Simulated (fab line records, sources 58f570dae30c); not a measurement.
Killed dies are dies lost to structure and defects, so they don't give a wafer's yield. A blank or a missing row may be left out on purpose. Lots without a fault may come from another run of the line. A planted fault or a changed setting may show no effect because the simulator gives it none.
Tool commonality check | flow berkeley_cmos170 | 13 lots, 39 wafers sampled

WHY IT WAS OPENED
At UCB170_NWELL_TW_MEAS_16 the reading NWELL_TW is flagged on 1 of 13 lots. Wafers without a fault read 1240, standard deviation 11.
Rule: a lot is flagged when every wafer of it that has a number lies more than 4 standard deviations from that mean, or none has a number. The other lots count as sound.

lot  | measured    | on            | NWELL_TW, wafer by wafer | flag
L583 | day 2 12:38 | film_metro-04 | 1229 1223 1238           |
L584 | day 2 21:48 | film_metro-02 | 1247 1239 1246           |
L585 | day 3 04:34 | film_metro-03 | 1221 1225 1231           |
L587 | day 3 14:38 | film_metro-04 | 1236 1236 1238           |
L592 | day 4 18:14 | film_metro-04 | 30 29 29                 | FLAGGED
L594 | day 5 03:35 | film_metro-04 | 1232 1229 1231           |
L595 | day 5 03:44 | film_metro-03 | 1230 1224 1232           |
L600 | day 6 09:28 | film_metro-04 | 1230 1228 1225           |
L601 | day 6 09:36 | film_metro-03 | 1246 1238 1233           |
L602 | day 6 16:26 | film_metro-04 | 1231 1223 1224           |
L603 | day 6 16:34 | film_metro-02 | 1247 1257 1255           |
L604 | day 7 03:54 | film_metro-02 | 1262 1266 1271           |
L605 | day 7 04:14 | film_metro-04 | 1238 1237 1240           |
The numbers of the flagged lots are 29 on average: -1211 against the usual, or -99 or more standard deviations.

WHICH TOOL RAN EACH LOT
The record holds 1 process step before the reading, out of a route of 331 steps. In each cell: the tool, then ch and the chambers that the sampled wafers went through, then the start.
lot  | flag    | UCB170_NWELL_EXPOSE_09
L583 |         | krf_scanner-01 ch 0, day 2 11:52
L584 |         | krf_scanner-01 ch 0, day 2 20:44
L585 |         | krf_scanner-01 ch 0, day 3 03:29
L587 |         | krf_scanner-01 ch 0, day 3 13:25
L592 | FLAGGED | krf_scanner-01 ch 0, day 4 16:57
L594 |         | krf_scanner-02 ch 0, day 5 02:49
L595 |         | krf_scanner-02 ch 0, day 5 02:55
L600 |         | krf_scanner-02 ch 0, day 6 08:02
L601 |         | krf_scanner-01 ch 0, day 6 08:20
L602 |         | krf_scanner-02 ch 0, day 6 15:39
L603 |         | krf_scanner-02 ch 0, day 6 15:49
L604 |         | krf_scanner-01 ch 0, day 7 03:07
L605 |         | krf_scanner-02 ch 0, day 7 03:26
What these steps do:
- UCB170_NWELL_EXPOSE_09: exposes mask NWELL, target cd 3000 nm.
- UCB170_NWELL_TW_MEAS_16

FLAGGED OVER TOTAL, TOOL BY TOOL (the gauges that took the reading come last)
step                    | tool           | lots run | flagged | share of the flagged lots | sound lots run after its first flagged lot
UCB170_NWELL_EXPOSE_09  | krf_scanner-01 | 7        | 1       | all                       | 2 (L601,L604)
UCB170_NWELL_EXPOSE_09  | krf_scanner-02 | 6        | 0       | none                      | -
UCB170_NWELL_TW_MEAS_16 | film_metro-02  | 3        | 0       | none                      | -
UCB170_NWELL_TW_MEAS_16 | film_metro-03  | 3        | 0       | none                      | -
UCB170_NWELL_TW_MEAS_16 | film_metro-04  | 7        | 1       | all                       | 4 (L594,L600,L602,L605)

WHAT THE TABLE ALLOWS
2 rows of the table ran every flagged lot: krf_scanner-01 at UCB170_NWELL_EXPOSE_09, film_metro-04 at UCB170_NWELL_TW_MEAS_16.
- krf_scanner-01 at UCB170_NWELL_EXPOSE_09: 1 of its 7 lots flagged. Sound lots ran on it after the first flagged one (L601, L604), which a lasting fault on the whole tool wouldn't allow.
- film_metro-04 at UCB170_NWELL_TW_MEAS_16: 1 of its 7 lots flagged. Sound lots ran on it after the first flagged one (L594, L600, L602, L605), which a lasting fault on the whole tool wouldn't allow.
No row of the table ran every flagged lot and no sound lot after the first.

WHAT THE SIMULATOR HAD PUT IN
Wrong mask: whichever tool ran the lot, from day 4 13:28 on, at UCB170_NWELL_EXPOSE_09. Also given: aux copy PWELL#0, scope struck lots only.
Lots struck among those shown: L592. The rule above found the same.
